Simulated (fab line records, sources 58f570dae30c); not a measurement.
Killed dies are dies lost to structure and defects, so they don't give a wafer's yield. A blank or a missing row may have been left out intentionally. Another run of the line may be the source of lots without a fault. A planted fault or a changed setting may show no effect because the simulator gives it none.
Split-lot experiment	flow berkeley cmos170	23 wafers read from 5 lots, route of 331 steps

## SPLIT DETAILS
At UCB170_SCREENOX_OXIDATION_01 (target thk 14.4 nm, ox time 2400 s), the setting ox time s was moved away from the recipe's 2400 s on 15 of the 23 wafers read, by -9.0% to +5.9%. The other wafers ran this setting at the recipe's value.

The file shows no step between the split and the reading.

## THE READING
SCREENOX_OXIDE_THK, in nm, at UCB170_SCREENOX_THK_MEAS_02. On this fab line, fault-free wafers typically give 14.29 nm with a standard deviation of 0.26 nm.

wafer	tool, chamber at the split	ox time s as run, s	against the recipe	SCREENOX_OXIDE_THK, nm	against lot-mates on the recipe
L077.1	-, -	2542	+5.9%	15.16	no lot-mate on the recipe
L077.2	-, -	2542	+5.9%	14.93	no lot-mate on the recipe
L077.3	-, -	2542	+5.9%	15.08	no lot-mate on the recipe
L077.4	-, -	2542	+5.9%	15.11	no lot-mate on the recipe
L077.6	-, -	2542	+5.9%	14.94	no lot-mate on the recipe
L080.1	furnace-04, 0	2400	recipe	13.91	-
L080.2	furnace-04, 0	2400	recipe	14.13	-
L080.6	furnace-04, 0	2400	recipe	14.04	-
L082.1	-, -	2189	-8.8%	13.30	no lot-mate on the recipe
L082.3	-, -	2189	-8.8%	13.58	no lot-mate on the recipe
L082.4	-, -	2189	-8.8%	13.26	no lot-mate on the recipe
L082.5	-, -	2189	-8.8%	13.43	no lot-mate on the recipe
L082.6	-, -	2189	-8.8%	13.32	no lot-mate on the recipe
L084.1	-, -	2400	recipe	14.35	-
L084.2	-, -	2400	recipe	14.38	-
L084.4	-, -	2400	recipe	14.76	-
L084.5	-, -	2400	recipe	14.39	-
L084.6	-, -	2400	recipe	14.67	-
L085.1	-, -	2183	-9.0%	13.55	no lot-mate on the recipe
L085.2	-, -	2183	-9.0%	13.25	no lot-mate on the recipe
L085.3	-, -	2183	-9.0%	13.41	no lot-mate on the recipe
L085.4	-, -	2183	-9.0%	13.75	no lot-mate on the recipe
L085.6	-, -	2183	-9.0%	13.53	no lot-mate on the recipe

FIT RESULTS
A straight line over all 23 wafers: SCREENOX_OXIDE_THK changes by +0.106 nm for each +1% of ox time s; r = +0.95; the points scatter about the line by 0.21 nm.
Too few moved wafers have a lot-mate on the recipe to fit a line with each lot's own level taken away.

## THE WHOLE CHAIN: every reading that the file lists as answering this split, in the file's order
step	what it does	reading	change (the file's fit)	r (the file's)
UCB170_SCREENOX_OXIDATION_01	target thk 14.4 nm, ox time 2400 s	SiO2_of_SCREENOX_OXIDATION_01.thk nm (the simulator's own value, which no gauge read)	+0.105 nm for each +1% of the setting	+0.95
UCB170_SCREENOX_THK_MEAS_02		SCREENOX_OXIDE_THK	+0.106 for each +1% of the setting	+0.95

## THE FILE'S OWN FIT
SCREENOX_OXIDE_THK changes by +0.106 nm for each +1% of ox time s, r = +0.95.
